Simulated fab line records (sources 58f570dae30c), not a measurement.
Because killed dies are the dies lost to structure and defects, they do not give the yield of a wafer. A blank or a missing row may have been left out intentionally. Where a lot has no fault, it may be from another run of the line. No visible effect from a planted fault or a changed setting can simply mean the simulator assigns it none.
fab line records :: flow berkeleyCmos170
[record]
  lots = 14
  wafers = 42
  lastDay = 13
route steps=331 shown PWELL@43 NSD@197 CONTACT@236 M2@288
lots with no fault: from the same line, run without faults
startH: the number of hours between the record's first day and the start of the first shown wafer of the lot :: waitH: hours from the lot's prior step to this one :: " the same as in the row above :: L1.1+2: several wafers, shown together as one row :: - either no value or no given start :: * or withheld: withheld :: < > ~ a bound
route shown NAME@n: a module of which the file shows steps, and the number in the route of the first :: usual: mean and standard deviation over wafers with no fault :: same: alike in all rows :: chamber/n: place in a boat :: sites: the reading at each site :: _std_site: the values' standard deviation :: _edge_site: outer sites' mean less inner sites' :: radiusMm: for every site, how far away it sits from the centre of the wafer :: mask NAME#n: copy n :: behind: tool/chamber where the wafer was last shaped :: hold: cause of the lot's hold/its duration in hours/its outcome :: device: the n, p or np transistor that did not switch :: end of line: the tests these same wafers got at the end of their route :: step lacking rows: just its recipe :: killed: the dies lost at the first sort to structure and to defects; this is not the yield of the wafer :: map: shows each die of a wafer: x if killed, . if not, _ if none is there
set.NAME: setting as actually run; set.NAME@STEP: the setting as run at that earlier step :: model.NAME: the simulator's own value behind a step, which no gauge read
a sample of lots followed through the steps of the route, with each step as a table and each wafer as a row
services: when a tool's chamber went out of use (startH, in hours from the record's first day, below 0 if earlier), for how many hours, and the reason
[[steps]]
[step UCB170_PWELL_SOFTBAKE_09]
[recipe]
  resist = KrF
  tempC = 130
  timeS = 60
[usual]
  heaterPowerTotalW = 56.80/0.046
  plateTempC = 130.01/0.14
  runLengthS = 89.19/0.23
lot.wafer: L697.2
tool: lithoTrack-02
chamber: 0
startH: 59.74
waitH: 0.1
heaterPowerTotalW: 56.83
plateTempC: 130.14
runLengthS: 88.96

lot.wafer: L697.4
tool: lithoTrack-02
chamber: 0
startH: 59.74
waitH: 0.1
heaterPowerTotalW: 56.76
plateTempC: 130.27
runLengthS: 88.82

lot.wafer: L697.6
tool: lithoTrack-02
chamber: 0
startH: 59.74
waitH: 0.1
heaterPowerTotalW: 56.89
plateTempC: 130.07
runLengthS: 88.96

lot.wafer: L698.2
tool: lithoTrack-03
chamber: 0
startH: 66.60
waitH: 0.1
heaterPowerTotalW: 56.81
plateTempC: 130.10
runLengthS: 89.34

lot.wafer: L698.3
tool: lithoTrack-03
chamber: 0
startH: 66.60
waitH: 0.1
heaterPowerTotalW: 56.77
plateTempC: 129.90
runLengthS: 89.26

lot.wafer: L698.4
tool: lithoTrack-03
chamber: 0
startH: 66.60
waitH: 0.1
heaterPowerTotalW: 56.83
plateTempC: 130.09
runLengthS: 89.14

lot.wafer: L701.3
tool: lithoTrack-02
chamber: 0
startH: 76.03
waitH: 0.1
heaterPowerTotalW: 56.76
plateTempC: 129.88
runLengthS: 88.95

lot.wafer: L701.5
tool: lithoTrack-02
chamber: 0
startH: 76.03
waitH: 0.1
heaterPowerTotalW: 56.82
plateTempC: 129.62
runLengthS: 88.78

lot.wafer: L701.6
tool: lithoTrack-02
chamber: 0
startH: 76.03
waitH: 0.1
heaterPowerTotalW: 56.73
plateTempC: 129.79
runLengthS: 88.81

lot.wafer: L700.2
tool: lithoTrack-04
chamber: 0
startH: 76.17
waitH: 0.1
heaterPowerTotalW: 56.84
plateTempC: 130.15
runLengthS: 89.29

lot.wafer: L700.3
tool: lithoTrack-04
chamber: 0
startH: 76.17
waitH: 0.1
heaterPowerTotalW: 56.72
plateTempC: 130.04
runLengthS: 89.42

lot.wafer: L700.6
tool: lithoTrack-04
chamber: 0
startH: 76.17
waitH: 0.1
heaterPowerTotalW: 56.78
plateTempC: 129.93
runLengthS: 89.50

lot.wafer: L699.1
tool: lithoTrack-03
chamber: 0
startH: 76.25
waitH: 0.1
heaterPowerTotalW: 56.73
plateTempC: 130.18
runLengthS: 89.32

lot.wafer: L699.2
tool: lithoTrack-03
chamber: 0
startH: 76.25
waitH: 0.1
heaterPowerTotalW: 56.81
plateTempC: 130.06
runLengthS: 89.42

lot.wafer: L699.5
tool: lithoTrack-03
chamber: 0
startH: 76.25
waitH: 0.1
heaterPowerTotalW: 56.85
plateTempC: 130.05
runLengthS: 89.17

lot.wafer: L706.2
tool: lithoTrack-02
chamber: 0
startH: 102.12
waitH: 0.1
heaterPowerTotalW: 57.45
plateTempC: -
runLengthS: 86.84

lot.wafer: L706.3
tool: lithoTrack-02
chamber: 0
startH: 102.12
waitH: 0.1
heaterPowerTotalW: 57.47
plateTempC: -
runLengthS: 86.86

lot.wafer: L706.5
tool: lithoTrack-02
chamber: 0
startH: 102.12
waitH: 0.1
heaterPowerTotalW: 57.41
plateTempC: -
runLengthS: 87.22

lot.wafer: L709.1
tool: lithoTrack-02
chamber: 0
startH: 115.19
waitH: 0.1
heaterPowerTotalW: 57.34
plateTempC: -
runLengthS: 86.84

lot.wafer: L709.2
tool: lithoTrack-02
chamber: 0
startH: 115.19
waitH: 0.1
heaterPowerTotalW: 57.42
plateTempC: -
runLengthS: 87.02

lot.wafer: L709.3
tool: lithoTrack-02
chamber: 0
startH: 115.19
waitH: 0.1
heaterPowerTotalW: 57.39
plateTempC: -
runLengthS: 87.12

lot.wafer: L714.1
tool: lithoTrack-03
chamber: 0
startH: 150.35
waitH: 0.1
heaterPowerTotalW: 56.78
plateTempC: 130.07
runLengthS: 89.13

lot.wafer: L714.3
tool: lithoTrack-03
chamber: 0
startH: 150.35
waitH: 0.1
heaterPowerTotalW: 56.79
plateTempC: 129.97
runLengthS: 89.27

lot.wafer: L714.5
tool: lithoTrack-03
chamber: 0
startH: 150.35
waitH: 0.1
heaterPowerTotalW: 56.90
plateTempC: 129.95
runLengthS: 89.28

lot.wafer: L715.1
tool: lithoTrack-04
chamber: 0
startH: 150.53
waitH: 0.1
heaterPowerTotalW: 56.88
plateTempC: 130.07
runLengthS: 89.37

lot.wafer: L715.2
tool: lithoTrack-04
chamber: 0
startH: 150.53
waitH: 0.1
heaterPowerTotalW: 56.81
plateTempC: 129.99
runLengthS: 89.34

lot.wafer: L715.6
tool: lithoTrack-04
chamber: 0
startH: 150.53
waitH: 0.1
heaterPowerTotalW: 56.85
plateTempC: 130.01
runLengthS: 89.35

lot.wafer: L717.2
tool: lithoTrack-03
chamber: 0
startH: 157.51
waitH: 0.1
heaterPowerTotalW: 56.80
plateTempC: 129.89
runLengthS: 89.25

lot.wafer: L717.5
tool: lithoTrack-03
chamber: 0
startH: 157.51
waitH: 0.1
heaterPowerTotalW: 56.85
plateTempC: 130.03
runLengthS: 89.26

lot.wafer: L717.6
tool: lithoTrack-03
chamber: 0
startH: 157.51
waitH: 0.1
heaterPowerTotalW: 56.72
plateTempC: 129.98
runLengthS: 89.12

lot.wafer: L716.2
tool: lithoTrack-04
chamber: 0
startH: 157.69
waitH: 0.1
heaterPowerTotalW: 56.77
plateTempC: 129.87
runLengthS: 89.26

lot.wafer: L716.3
tool: lithoTrack-04
chamber: 0
startH: 157.69
waitH: 0.1
heaterPowerTotalW: 56.78
plateTempC: 130.06
runLengthS: 89.38

lot.wafer: L716.6
tool: lithoTrack-04
chamber: 0
startH: 157.69
waitH: 0.1
heaterPowerTotalW: 56.72
plateTempC: 129.87
runLengthS: 89.30

lot.wafer: L718.1
tool: lithoTrack-04
chamber: 0
startH: 171.23
waitH: 0.1
heaterPowerTotalW: 56.77
plateTempC: 130.13
runLengthS: 89.55

lot.wafer: L718.2
tool: lithoTrack-04
chamber: 0
startH: 171.23
waitH: 0.1
heaterPowerTotalW: 56.81
plateTempC: 130.17
runLengthS: 89.28

lot.wafer: L718.5
tool: lithoTrack-04
chamber: 0
startH: 171.23
waitH: 0.1
heaterPowerTotalW: 56.73
plateTempC: 129.95
runLengthS: 89.27

lot.wafer: L719.1
tool: lithoTrack-03
chamber: 0
startH: 171.32
waitH: 0.1
heaterPowerTotalW: 56.84
plateTempC: 129.99
runLengthS: 89.14

lot.wafer: L719.3
tool: lithoTrack-03
chamber: 0
startH: 171.32
waitH: 0.1
heaterPowerTotalW: 56.77
plateTempC: 129.89
runLengthS: 89.33

lot.wafer: L719.6
tool: lithoTrack-03
chamber: 0
startH: 171.32
waitH: 0.1
heaterPowerTotalW: 56.78
plateTempC: 129.96
runLengthS: 89.43

lot.wafer: L720.1
tool: lithoTrack-04
chamber: 0
startH: 182.54
waitH: 0.1
heaterPowerTotalW: 56.83
plateTempC: 130.32
runLengthS: 89.41

lot.wafer: L720.2
tool: lithoTrack-04
chamber: 0
startH: 182.54
waitH: 0.1
heaterPowerTotalW: 56.86
plateTempC: 129.99
runLengthS: 89.67

lot.wafer: L720.5
tool: lithoTrack-04
chamber: 0
startH: 182.54
waitH: 0.1
heaterPowerTotalW: 56.73
plateTempC: 130.13
runLengthS: 89.38
[step UCB170_NSD_TW_MEAS_10]
[usual]
  NSD_TW = 4189/26
lot.wafer: L697.2
tool: filmMetro-03
chamber: -
startH: 171.80
waitH: 0.1
NSD_TW: 4175

lot.wafer: L697.4
tool: filmMetro-03
chamber: -
startH: 171.80
waitH: 0.1
NSD_TW: 4177

lot.wafer: L697.6
tool: filmMetro-03
chamber: -
startH: 171.80
waitH: 0.1
NSD_TW: 4151

lot.wafer: L698.2
tool: filmMetro-03
chamber: -
startH: 177.82
waitH: 0.1
NSD_TW: 4154

lot.wafer: L698.3
tool: filmMetro-03
chamber: -
startH: 177.82
waitH: 0.1
NSD_TW: 4158

lot.wafer: L698.4
tool: filmMetro-03
chamber: -
startH: 177.82
waitH: 0.1
NSD_TW: 4161

lot.wafer: L701.3
tool: filmMetro-04
chamber: -
startH: 184.79
waitH: 0.1
NSD_TW: 4183

lot.wafer: L701.5
tool: filmMetro-04
chamber: -
startH: 184.79
waitH: 0.1
NSD_TW: 4174

lot.wafer: L701.6
tool: filmMetro-04
chamber: -
startH: 184.79
waitH: 0.1
NSD_TW: 4188

lot.wafer: L699.1
tool: filmMetro-04
chamber: -
startH: 185.11
waitH: 0.1
NSD_TW: 4172

lot.wafer: L699.2
tool: filmMetro-04
chamber: -
startH: 185.11
waitH: 0.1
NSD_TW: 4192

lot.wafer: L699.5
tool: filmMetro-04
chamber: -
startH: 185.11
waitH: 0.1
NSD_TW: 4195

lot.wafer: L700.2
tool: filmMetro-03
chamber: -
startH: 185.39
waitH: 0.1
NSD_TW: 4147

lot.wafer: L700.3
tool: filmMetro-03
chamber: -
startH: 185.39
waitH: 0.1
NSD_TW: 4142

lot.wafer: L700.6
tool: filmMetro-03
chamber: -
startH: 185.39
waitH: 0.1
NSD_TW: 4141

lot.wafer: L706.2
tool: filmMetro-03
chamber: -
startH: 208.36
waitH: 0.1
NSD_TW: 4188

lot.wafer: L706.3
tool: filmMetro-03
chamber: -
startH: 208.36
waitH: 0.1
NSD_TW: 4210

lot.wafer: L706.5
tool: filmMetro-03
chamber: -
startH: 208.36
waitH: 0.1
NSD_TW: 4217

lot.wafer: L709.1
tool: filmMetro-02
chamber: -
startH: 218.72
waitH: 0.1
NSD_TW: 4189

lot.wafer: L709.2
tool: filmMetro-02
chamber: -
startH: 218.72
waitH: 0.1
NSD_TW: 4179

lot.wafer: L709.3
tool: filmMetro-02
chamber: -
startH: 218.72
waitH: 0.1
NSD_TW: 4186

lot.wafer: L715.1
tool: filmMetro-04
chamber: -
startH: 255.86
waitH: 0.1
NSD_TW: 4205

lot.wafer: L715.2
tool: filmMetro-04
chamber: -
startH: 255.86
waitH: 0.1
NSD_TW: 4198

lot.wafer: L715.6
tool: filmMetro-04
chamber: -
startH: 255.86
waitH: 0.1
NSD_TW: 4232

lot.wafer: L714.1
tool: filmMetro-03
chamber: -
startH: 256.14
waitH: 0.1
NSD_TW: 4212

lot.wafer: L714.3
tool: filmMetro-03
chamber: -
startH: 256.14
waitH: 0.1
NSD_TW: 4224

lot.wafer: L714.5
tool: filmMetro-03
chamber: -
startH: 256.14
waitH: 0.1
NSD_TW: 4211

lot.wafer: L717.2
tool: filmMetro-04
chamber: -
startH: 257.05
waitH: 0.1
NSD_TW: 4182

lot.wafer: L717.5
tool: filmMetro-04
chamber: -
startH: 257.05
waitH: 0.1
NSD_TW: 4223

lot.wafer: L717.6
tool: filmMetro-04
chamber: -
startH: 257.05
waitH: 0.1
NSD_TW: 4217

lot.wafer: L716.2
tool: filmMetro-03
chamber: -
startH: 257.05
waitH: 0.1
NSD_TW: 4191

lot.wafer: L716.3
tool: filmMetro-03
chamber: -
startH: 257.05
waitH: 0.1
NSD_TW: 4218

lot.wafer: L716.6
tool: filmMetro-03
chamber: -
startH: 257.05
waitH: 0.1
NSD_TW: 4214

lot.wafer: L718.1
tool: filmMetro-04
chamber: -
startH: 276.74
waitH: 0.1
NSD_TW: 4184

lot.wafer: L718.2
tool: filmMetro-04
chamber: -
startH: 276.74
waitH: 0.1
NSD_TW: 4184

lot.wafer: L718.5
tool: filmMetro-04
chamber: -
startH: 276.74
waitH: 0.1
NSD_TW: 4171

lot.wafer: L719.1
tool: filmMetro-03
chamber: -
startH: 277.70
waitH: 0.1
NSD_TW: 4186

lot.wafer: L719.3
tool: filmMetro-03
chamber: -
startH: 277.70
waitH: 0.1
NSD_TW: 4208

lot.wafer: L719.6
tool: filmMetro-03
chamber: -
startH: 277.70
waitH: 0.1
NSD_TW: 4221

lot.wafer: L720.1
tool: filmMetro-02
chamber: -
startH: 294.30
waitH: 0.1
NSD_TW: 4202

lot.wafer: L720.2
tool: filmMetro-02
chamber: -
startH: 294.30
waitH: 0.1
NSD_TW: 4173

lot.wafer: L720.5
tool: filmMetro-02
chamber: -
startH: 294.30
waitH: 0.1
NSD_TW: 4226
[step UCB170_CONTACT_CD_MEAS_90]
[recipe]
  targetCdNm = 700
[usual]
  cdNm = 700.0/1.6
lot.wafer: L697.2
tool: cdSem-02
chamber: -
startH: 177.92
waitH: 0.1
cdNm: 700.9

lot.wafer: L697.4
tool: cdSem-02
chamber: -
startH: 177.92
waitH: 0.1
cdNm: 703.0

lot.wafer: L697.6
tool: cdSem-02
chamber: -
startH: 177.92
waitH: 0.1
cdNm: 701.9

lot.wafer: L698.2
tool: cdSem-02
chamber: -
startH: 187.32
waitH: 0.1
cdNm: 702.6

lot.wafer: L698.3
tool: cdSem-02
chamber: -
startH: 187.32
waitH: 0.1
cdNm: 699.6

lot.wafer: L698.4
tool: cdSem-02
chamber: -
startH: 187.32
waitH: 0.1
cdNm: 699.5

lot.wafer: L701.3
tool: cdSem-01
chamber: -
startH: 192.25
waitH: 0.1
cdNm: 700.0

lot.wafer: L701.5
tool: cdSem-01
chamber: -
startH: 192.25
waitH: 0.1
cdNm: 698.9

lot.wafer: L701.6
tool: cdSem-01
chamber: -
startH: 192.25
waitH: 0.1
cdNm: 700.1

lot.wafer: L699.1
tool: cdSem-01
chamber: -
startH: 194.20
waitH: 0.1
cdNm: 699.9

lot.wafer: L699.2
tool: cdSem-01
chamber: -
startH: 194.20
waitH: 0.1
cdNm: 698.3

lot.wafer: L699.5
tool: cdSem-01
chamber: -
startH: 194.20
waitH: 0.1
cdNm: 699.5

lot.wafer: L700.2
tool: cdSem-02
chamber: -
startH: 194.56
waitH: 0.1
cdNm: 702.1

lot.wafer: L700.3
tool: cdSem-02
chamber: -
startH: 194.56
waitH: 0.1
cdNm: 699.4

lot.wafer: L700.6
tool: cdSem-02
chamber: -
startH: 194.56
waitH: 0.1
cdNm: 701.3

lot.wafer: L706.2
tool: cdSem-01
chamber: -
startH: 215.65
waitH: 0.1
cdNm: 699.4

lot.wafer: L706.3
tool: cdSem-01
chamber: -
startH: 215.65
waitH: 0.1
cdNm: 698.0

lot.wafer: L706.5
tool: cdSem-01
chamber: -
startH: 215.65
waitH: 0.1
cdNm: 700.1

lot.wafer: L709.1
tool: cdSem-01
chamber: -
startH: 227.18
waitH: 0.1
cdNm: 699.0

lot.wafer: L709.2
tool: cdSem-01
chamber: -
startH: 227.18
waitH: 0.1
cdNm: 698.5

lot.wafer: L709.3
tool: cdSem-01
chamber: -
startH: 227.18
waitH: 0.1
cdNm: 698.7

lot.wafer: L715.1
tool: cdSem-01
chamber: -
startH: 264.77
waitH: 0.1
cdNm: 701.9

lot.wafer: L715.2
tool: cdSem-01
chamber: -
startH: 264.77
waitH: 0.1
cdNm: 702.7

lot.wafer: L715.6
tool: cdSem-01
chamber: -
startH: 264.77
waitH: 0.1
cdNm: 701.0

lot.wafer: L714.1
tool: cdSem-02
chamber: -
startH: 264.95
waitH: 0.1
cdNm: 698.5

lot.wafer: L714.3
tool: cdSem-02
chamber: -
startH: 264.95
waitH: 0.1
cdNm: 697.0

lot.wafer: L714.5
tool: cdSem-02
chamber: -
startH: 264.95
waitH: 0.1
cdNm: 696.5

lot.wafer: L716.2
tool: cdSem-01
chamber: -
startH: 265.19
waitH: 0.1
cdNm: 701.7

lot.wafer: L716.3
tool: cdSem-01
chamber: -
startH: 265.19
waitH: 0.1
cdNm: 702.1

lot.wafer: L716.6
tool: cdSem-01
chamber: -
startH: 265.19
waitH: 0.1
cdNm: 699.9

lot.wafer: L717.2
tool: cdSem-01
chamber: -
startH: 265.43
waitH: 0.1
cdNm: 698.0

lot.wafer: L717.5
tool: cdSem-01
chamber: -
startH: 265.43
waitH: 0.1
cdNm: 698.7

lot.wafer: L717.6
tool: cdSem-01
chamber: -
startH: 265.43
waitH: 0.1
cdNm: 698.5

lot.wafer: L718.1
tool: cdSem-02
chamber: -
startH: 285.05
waitH: 0.1
cdNm: 700.4

lot.wafer: L718.2
tool: cdSem-02
chamber: -
startH: 285.05
waitH: 0.1
cdNm: 699.7

lot.wafer: L718.5
tool: cdSem-02
chamber: -
startH: 285.05
waitH: 0.1
cdNm: 699.3

lot.wafer: L719.1
tool: cdSem-01
chamber: -
startH: 285.32
waitH: 0.1
cdNm: 701.9

lot.wafer: L719.3
tool: cdSem-01
chamber: -
startH: 285.32
waitH: 0.1
cdNm: 700.1

lot.wafer: L719.6
tool: cdSem-01
chamber: -
startH: 285.32
waitH: 0.1
cdNm: 700.3

lot.wafer: L720.1
tool: cdSem-01
chamber: -
startH: 302.23
waitH: 0.1
cdNm: 700.2

lot.wafer: L720.2
tool: cdSem-01
chamber: -
startH: 302.23
waitH: 0.1
cdNm: 702.5

lot.wafer: L720.5
tool: cdSem-01
chamber: -
startH: 302.23
waitH: 0.1
cdNm: 700.3
[step UCB170_M2_ETCH_17]
[recipe]
  chemistry = N2/H2
  targetDepthA = withheld
  overetchA = withheld
  target = BARC
  timeS = withheld
  sourceW = 500
  biasW = 100
  pressureMtorr = 30
  n2FlowSccm = 100
  h2FlowSccm = 200
[usual]
  drypumpMotorCurrentA = 5.6/0.55
  oesProductAu = 1.007/0.022
  throttleValvePct = 13.41/0.15
lot.wafer: L697.2
tool: rieDiel-02
chamber: 3
startH: 189.72
waitH: 0.0
drypumpMotorCurrentA: 5.0
oesProductAu: 0.966
throttleValvePct: 13.48

lot.wafer: L697.4
tool: rieDiel-02
chamber: 1
startH: 189.72
waitH: 0.0
drypumpMotorCurrentA: 5.8
oesProductAu: 0.985
throttleValvePct: 13.49

lot.wafer: L697.6
tool: rieDiel-02
chamber: 0
startH: 189.72
waitH: 0.0
drypumpMotorCurrentA: 4.9
oesProductAu: 0.995
throttleValvePct: 13.30

lot.wafer: L698.2
tool: rieDiel-02
chamber: 1
startH: 197.56
waitH: 0.0
drypumpMotorCurrentA: 5.8
oesProductAu: 0.999
throttleValvePct: 13.48

lot.wafer: L698.3
tool: rieDiel-02
chamber: 2
startH: 197.56
waitH: 0.0
drypumpMotorCurrentA: 5.0
oesProductAu: 1.025
throttleValvePct: 13.34

lot.wafer: L698.4
tool: rieDiel-02
chamber: 0
startH: 197.56
waitH: 0.0
drypumpMotorCurrentA: 4.9
oesProductAu: 1.004
throttleValvePct: 13.31

lot.wafer: L701.3
tool: rieDiel-01
chamber: 2
startH: 201.72
waitH: 0.0
drypumpMotorCurrentA: 6.0
oesProductAu: 0.980
throttleValvePct: 13.57

lot.wafer: L701.5
tool: rieDiel-01
chamber: 2
startH: 201.72
waitH: 0.0
drypumpMotorCurrentA: 6.0
oesProductAu: 0.984
throttleValvePct: 13.58

lot.wafer: L701.6
tool: rieDiel-01
chamber: 1
startH: 201.72
waitH: 0.0
drypumpMotorCurrentA: 5.4
oesProductAu: 1.028
throttleValvePct: 13.65

lot.wafer: L699.1
tool: rieDiel-02
chamber: 1
startH: 202.73
waitH: 0.0
drypumpMotorCurrentA: 5.8
oesProductAu: 0.993
throttleValvePct: 13.48

lot.wafer: L699.2
tool: rieDiel-02
chamber: 3
startH: 202.73
waitH: 0.0
drypumpMotorCurrentA: 5.0
oesProductAu: 0.967
throttleValvePct: 13.45

lot.wafer: L699.5
tool: rieDiel-02
chamber: 3
startH: 202.73
waitH: 0.0
drypumpMotorCurrentA: 5.0
oesProductAu: 0.963
throttleValvePct: 13.48

lot.wafer: L700.2
tool: rieDiel-01
chamber: 3
startH: 204.59
waitH: 0.0
drypumpMotorCurrentA: 6.6
oesProductAu: 1.041
throttleValvePct: 13.28

lot.wafer: L700.3
tool: rieDiel-01
chamber: 1
startH: 204.59
waitH: 0.0
drypumpMotorCurrentA: 5.4
oesProductAu: 1.033
throttleValvePct: 13.66

lot.wafer: L700.6
tool: rieDiel-01
chamber: 2
startH: 204.59
waitH: 0.0
drypumpMotorCurrentA: 6.0
oesProductAu: 0.990
throttleValvePct: 13.57

lot.wafer: L706.2
tool: rieDiel-04
chamber: 1
startH: 226.37
waitH: 0.0
drypumpMotorCurrentA: 6.5
oesProductAu: 1.017
throttleValvePct: 13.31

lot.wafer: L706.3
tool: rieDiel-04
chamber: 2
startH: 226.37
waitH: 0.0
drypumpMotorCurrentA: 5.1
oesProductAu: 1.017
throttleValvePct: 13.26

lot.wafer: L706.5
tool: rieDiel-04
chamber: 0
startH: 226.37
waitH: 0.0
drypumpMotorCurrentA: 5.6
oesProductAu: 1.027
throttleValvePct: 13.56

lot.wafer: L709.1
tool: rieDiel-02
chamber: 3
startH: 236.56
waitH: 0.0
drypumpMotorCurrentA: 5.0
oesProductAu: 0.969
throttleValvePct: 13.47

lot.wafer: L709.2
tool: rieDiel-02
chamber: 0
startH: 236.56
waitH: 0.0
drypumpMotorCurrentA: 4.9
oesProductAu: 0.996
throttleValvePct: 13.30

lot.wafer: L709.3
tool: rieDiel-02
chamber: 1
startH: 236.56
waitH: 0.0
drypumpMotorCurrentA: 5.8
oesProductAu: 0.995
throttleValvePct: 13.49

lot.wafer: L715.1
tool: rieDiel-02
chamber: 2
startH: 276.42
waitH: 0.0
drypumpMotorCurrentA: 5.0
oesProductAu: 1.019
throttleValvePct: 13.33

lot.wafer: L715.2
tool: rieDiel-02
chamber: 1
startH: 276.42
waitH: 0.0
drypumpMotorCurrentA: 5.8
oesProductAu: 0.998
throttleValvePct: 13.48

lot.wafer: L715.6
tool: rieDiel-02
chamber: 2
startH: 276.42
waitH: 0.0
drypumpMotorCurrentA: 5.0
oesProductAu: 1.014
throttleValvePct: 13.35

lot.wafer: L716.2
tool: rieDiel-02
chamber: 0
startH: 279.47
waitH: 0.0
drypumpMotorCurrentA: 5.0
oesProductAu: 0.994
throttleValvePct: 13.29

lot.wafer: L716.3
tool: rieDiel-02
chamber: 3
startH: 279.47
waitH: 0.0
drypumpMotorCurrentA: 5.0
oesProductAu: 0.976
throttleValvePct: 13.47

lot.wafer: L716.6
tool: rieDiel-02
chamber: 1
startH: 279.47
waitH: 0.0
drypumpMotorCurrentA: 5.8
oesProductAu: 0.993
throttleValvePct: 13.49

lot.wafer: L714.1
tool: rieDiel-01
chamber: 1
startH: 279.55
waitH: 0.0
drypumpMotorCurrentA: 5.4
oesProductAu: 1.023
throttleValvePct: 13.66

lot.wafer: L714.3
tool: rieDiel-01
chamber: 2
startH: 279.55
waitH: 0.0
drypumpMotorCurrentA: 6.0
oesProductAu: 0.976
throttleValvePct: 13.57

lot.wafer: L714.5
tool: rieDiel-01
chamber: 2
startH: 279.55
waitH: 0.0
drypumpMotorCurrentA: 6.0
oesProductAu: 0.986
throttleValvePct: 13.58

lot.wafer: L717.2
tool: rieDiel-02
chamber: 3
startH: 279.67
waitH: 0.0
drypumpMotorCurrentA: 5.0
oesProductAu: 0.975
throttleValvePct: 13.46

lot.wafer: L717.5
tool: rieDiel-02
chamber: 0
startH: 279.67
waitH: 0.0
drypumpMotorCurrentA: 4.9
oesProductAu: 1.004
throttleValvePct: 13.30

lot.wafer: L717.6
tool: rieDiel-02
chamber: 3
startH: 279.67
waitH: 0.0
drypumpMotorCurrentA: 5.0
oesProductAu: 0.974
throttleValvePct: 13.47

lot.wafer: L718.1
tool: rieDiel-01
chamber: 1
startH: 296.13
waitH: 0.0
drypumpMotorCurrentA: 5.4
oesProductAu: 1.027
throttleValvePct: 13.64

lot.wafer: L718.2
tool: rieDiel-01
chamber: 0
startH: 296.13
waitH: 0.0
drypumpMotorCurrentA: 5.4
oesProductAu: 1.010
throttleValvePct: 13.15

lot.wafer: L718.5
tool: rieDiel-01
chamber: 3
startH: 296.13
waitH: 0.0
drypumpMotorCurrentA: 6.6
oesProductAu: 1.054
throttleValvePct: 13.28

lot.wafer: L719.1
tool: rieDiel-02
chamber: 1
startH: 296.46
waitH: 0.0
drypumpMotorCurrentA: 5.8
oesProductAu: 1.004
throttleValvePct: 13.50

lot.wafer: L719.3
tool: rieDiel-02
chamber: 2
startH: 296.46
waitH: 0.0
drypumpMotorCurrentA: 5.0
oesProductAu: 1.026
throttleValvePct: 13.34

lot.wafer: L719.6
tool: rieDiel-02
chamber: 1
startH: 296.46
waitH: 0.0
drypumpMotorCurrentA: 5.8
oesProductAu: 1.002
throttleValvePct: 13.48

lot.wafer: L720.1
tool: rieDiel-04
chamber: 3
startH: 313.54
waitH: 0.0
drypumpMotorCurrentA: 5.6
oesProductAu: 0.995
throttleValvePct: 13.29

lot.wafer: L720.2
tool: rieDiel-04
chamber: 1
startH: 313.54
waitH: 0.0
drypumpMotorCurrentA: 6.5
oesProductAu: 1.039
throttleValvePct: 13.31

lot.wafer: L720.5
tool: rieDiel-04
chamber: 1
startH: 313.54
waitH: 0.0
drypumpMotorCurrentA: 6.5
oesProductAu: 1.031
throttleValvePct: 13.30
[[services]]
tool: rieDiel-04
chamber: -
startH: 44.60
hours: 13.1
kind: repair

tool: rieDiel-01
chamber: 2
startH: 55.68
hours: 21.7
kind: repair

tool: rieDiel-01
chamber: 3
startH: 92.06
hours: 4.0
kind: repair

tool: rieDiel-02
chamber: -
startH: 149.87
hours: 28.1
kind: repair

tool: rieDiel-04
chamber: -
startH: 156.72
hours: 4.7
kind: repair

tool: rieDiel-04
chamber: 1
startH: 161.40
hours: -
kind: clean

tool: rieDiel-04
chamber: 1
startH: 161.40
hours: 16.1
kind: scheduledDown

tool: rieDiel-04
chamber: 1
startH: 161.40
hours: 16.1
kind: ventCycle

tool: rieDiel-02
chamber: -
startH: 178.02
hours: 2.8
kind: pm

tool: rieDiel-01
chamber: 0
startH: 223.70
hours: 5.4
kind: repair

tool: rieDiel-02
chamber: 2
startH: 232.73
hours: 9.9
kind: repair

tool: rieDiel-01
chamber: 3
startH: 237.27
hours: 2.5
kind: repair

tool: rieDiel-02
chamber: 1
startH: 243.40
hours: 12.0
kind: repair

tool: rieDiel-02
chamber: 3
startH: 282.20
hours: 21.9
kind: repair
[[key]]
[firstSign]
  step = UCB170_PWELL_SOFTBAKE_09
  reading = heaterPowerTotalW
  direction = up
  sigmas = 13
  usual = 56.80
  struck = 57.41
[effect]
  step = UCB170_PWELL_SOFTBAKE_09
  reading = runLengthS
  direction = down
  sigmas = 9.6
  usual = *
  struck = *
metAt UCB170_PWELL_SOFTBAKE_09
struckLots L706,L709
testerLeftOut L706,L709
notActingAt UCB170_NSD_TW_MEAS_10,UCB170_CONTACT_CD_MEAS_90,UCB170_M2_ETCH_17
onsetBetween 76.03 102.12
[fault]
  kind = processParameterDrift
  tool = lithoTrack-02
  chamber = -
  onsetH = 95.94
  steps = UCB170_PWELL_SOFTBAKE_09
  channel = timeS
  offset = *
  shape = step
  endH = 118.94
  actsIn = *
  stated = *
// testerLeftOut: of these lots the tester's yield and bins aren't shown, on N5 and GAA mostly nor the transistor test; their killed dies are dies lost to structure and defects alone, not to doping, threshold or leakage, so they don't give the yield
